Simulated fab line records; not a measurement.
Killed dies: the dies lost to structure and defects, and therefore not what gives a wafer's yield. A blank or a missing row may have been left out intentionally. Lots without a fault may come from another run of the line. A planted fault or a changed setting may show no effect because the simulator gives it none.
A struck lot beside a sound one + flow ritCmos + 16 steps out of a route of 202
Sound: wafers L988.1, L988.4, L988.6. Wafers struck: L994.1, L994.3, L994.6. At the end, the cause is stated.
Order at every step that has rows: each side's tool, ch and its chambers, its first start. Under that, the readings that differ: sound wafers + struck wafers + difference of the means + sigmas: that difference in standard deviations of wafers without a fault.
alike: readings whose means differ by less than 2 such deviations, and words and numbers that are the same on both sides. not compared: withheld readings, readings that some wafer has no value for, bounds like >300 that may hide the same value, and numbers for which the record gives no deviation and whose values overlap.
A row with sigmas, a row that says differs or no value, or rows on one side alone: a step with any of these is where the two part. When numbers do not overlap yet have no deviation, they are printed without sigmas and do not part them. A reading missing from all wafers of one side parts the sides only when that side holds two or more wafers.

first, 1 step without rows for these wafers: RIT_PRETRO_DEVELOP_05 (develop time 68 s).
RIT_PRETRO_OVL_MEAS_06:
  sound on overlay-01 at day 3 09:10; struck on overlay-02 at day 4 14:56
  alike: PRETRO_OVL
then, 2 steps without rows for these wafers: RIT_PRETRO_HARDBAKE_07 (time 120 s); RIT_PRETRO_IMPLANT_08.
RIT_PRETRO_STRIP_09: strips in O2, time 180 s.
  sound on plasmaAsher-04 ch 0,1, day 3 09:37; struck on plasmaAsher-03 ch 0,1, day 4 15:22
  alike: drypumpMotorCurrentA
  not compared: rfHoursCounterH
RIT_PRETRO_TW_MEAS_10:
  sound on filmMetro-03 at day 3 09:47; struck on filmMetro-02 at day 4 15:32
| reading   | sound       | struck      | difference | sigmas |
|-----------|-------------|-------------|------------|--------|
| PRETRO_TW | 483 484 483 | 469 467 470 | -15        | -2     |
then, 5 steps without rows for these wafers: RIT_GATE_WET_ETCH_00 (etches SiO2 in BOE, target depth 56 nm, time 60 s); RIT_GATE_CLEAN_01 (cleans in SC1, time 600 s); RIT_GATE_CLEAN_02 (cleans in dHF, time 30.91 s); RIT_GATE_CLEAN_03 (cleans in SC2, time 600 s); RIT_GATE_CLEAN_04 (cleans in dHF, time 60 s).
RIT_FOX2_THK_MEAS_91:
  sound on filmMetro-04 at day 3 10:17; struck on filmMetro-02 at day 4 16:01
  alike: FIELD_OXIDE_LEFT_2_THK
RIT_GATE_OXIDATION_05: target thk 3 nm, ox time 270 s.
  sound on furnace-03 ch 0, day 3 10:20; struck on furnace-03 ch 0, day 4 17:23
| reading                                    | sound            | struck            | difference | sigmas |
|--------------------------------------------|------------------|-------------------|------------|--------|
| model.SiO2_of_GATE_OXIDATION_05.thkNm (nm) | 3.048 3.04 3.101 | 3.278 3.322 3.333 | +0.248     |        |
then, 1 step without rows for these wafers: RIT_GATE_ANNEAL_06 (time 600 s).
RIT_GATE_THK_MEAS_07:
  sound on filmMetro-04 at day 3 11:40; struck on filmMetro-02 at day 4 18:56
| reading             | sound          | struck         | difference | sigmas |
|---------------------|----------------|----------------|------------|--------|
| GATE_OXIDE_THK (nm) | 3.03 3.03 3.11 | 3.25 3.34 3.40 | +0.27      | +4     |
  not compared: hold
RIT_M1_PROBE_99:
  sound on prober-02 at day 4 11:40; struck on prober-02 at day 6 04:02
| reading            | sound | struck | difference | sigmas |
|--------------------|-------|--------|------------|--------|
| killed_at_M0_to_M3 | 0 0 0 | 1 0 0  | +0         | +2     |
  alike: killedAtContacts, killedAtFrontEnd, killedDies, killedOpen, killedShort

== WHERE THEY PART ==
Last at RIT_M1_PROBE_99 as far as this record goes, first at RIT_PRETRO_TW_MEAS_10.

WHY: what had been put in by the simulator
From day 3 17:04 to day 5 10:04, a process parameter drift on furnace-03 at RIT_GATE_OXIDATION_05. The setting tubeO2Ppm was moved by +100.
